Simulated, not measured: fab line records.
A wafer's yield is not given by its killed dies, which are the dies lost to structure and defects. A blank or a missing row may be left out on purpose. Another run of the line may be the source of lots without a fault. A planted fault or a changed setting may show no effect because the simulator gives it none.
Which of the tools did it? -- flow berkeleyCmos170 -- 7 lots with 21 wafers sampled at 4 steps, on a route of 331 steps

== WHAT THE GAUGES READ, wafer by wafer ==
UCB170_V1_THK_MEAS_04.
lot,measured,on,V1_POLISHED_THK (nm)
L432,day 8 15:13,filmMetro-01,1002.1 1002.3 1000.6
L434,day 9 08:32,filmMetro-01,1000.7 1001.3 1000.9
L438,day 10 06:07,filmMetro-02,999.6 1001.2 998.8
L440,day 10 07:26,filmMetro-01,1000.4 1000.4 1000.1
L443,day 11 16:34,filmMetro-02,1000.3 1073.8 1075.0
L448,day 12 08:55,filmMetro-04,1000.6 1001.4 1000.2
L450,day 13 06:09,filmMetro-04,998.8 1000.2 999.7

== WHAT TOOL EACH LOT RAN ON (gives the tool, then ch and the chambers of the sampled wafers, and finally the start) ==
lot,UCB170_M1_SPUTTER_00,UCB170_V1_CVD_00,UCB170_V1_CMP_02
L432,"pvdSputter-01, day 8 10:23","pecvd-03 ch 0,2, day 8 14:34","cmp-02 ch 0,2,3, day 8 14:53"
L434,"pvdSputter-04, day 9 04:25","pecvd-02 ch 1,2, day 9 07:54","cmp-02 ch 0,3, day 9 08:07"
L438,"pvdSputter-04, day 10 01:58","pecvd-01 ch 0,1, day 10 05:28","cmp-02 ch 0,1,2, day 10 05:50"
L440,"pvdSputter-04, day 10 02:17","pecvd-03 ch 0,2, day 10 06:48","cmp-01 ch 0,3, day 10 07:01"
L443,"pvdSputter-02, day 11 12:50","pecvd-03 ch 0,1,2, day 11 15:56","cmp-02 ch 1,2, day 11 16:09"
L448,"pvdSputter-04, day 12 05:03","pecvd-03 ch 0,1, day 12 08:16","cmp-01 ch 0,1,3, day 12 08:32"
L450,"pvdSputter-04, day 13 01:19","pecvd-02 ch 0,2, day 13 05:12","cmp-01 ch 1,3, day 13 05:46"
- UCB170_M1_SPUTTER_00: material Al, target thk 600 nm, time 80 s.
- UCB170_V1_CVD_00: deposits SiO2 from TEOS/O2, target thk 2000 nm, time 250 s.
- UCB170_V1_CMP_02: polishes SiO2.

== THE ANSWER, worked out from the rows above alone ==
Rule: usual is defined by the lots themselves. Put in order of their means at a reading, lots are off if they are a third of the lots or fewer, leave a main group of 4 or more, and stand apart from it by a gap of 3 or more times the standard deviation of the main group's means; of several such gaps the widest counts. If all means in a main group match to the digits the tables above print for the reading, that group is not used. A lot without any number at a reading at which 4 lots or more have one is off too. The other lots that the step has rows for count as sound.
Off: L443, at UCB170_V1_THK_MEAS_04 (V1_POLISHED_THK). Main group: mean 1000.5 nm, sd 0.7.
If a tool, at a process step before that reading, ran all the lots that are off and no sound lot after the first of them, it fits. Those tools and the gauges at UCB170_V1_THK_MEAS_04 are tried in the same way. Can't be told from this: 3 tools fit, pvdSputter-02 at UCB170_M1_SPUTTER_00, cmp-02 at UCB170_V1_CMP_02, filmMetro-02 at UCB170_V1_THK_MEAS_04.

== WHAT THE SIMULATOR HAD PUT IN ==
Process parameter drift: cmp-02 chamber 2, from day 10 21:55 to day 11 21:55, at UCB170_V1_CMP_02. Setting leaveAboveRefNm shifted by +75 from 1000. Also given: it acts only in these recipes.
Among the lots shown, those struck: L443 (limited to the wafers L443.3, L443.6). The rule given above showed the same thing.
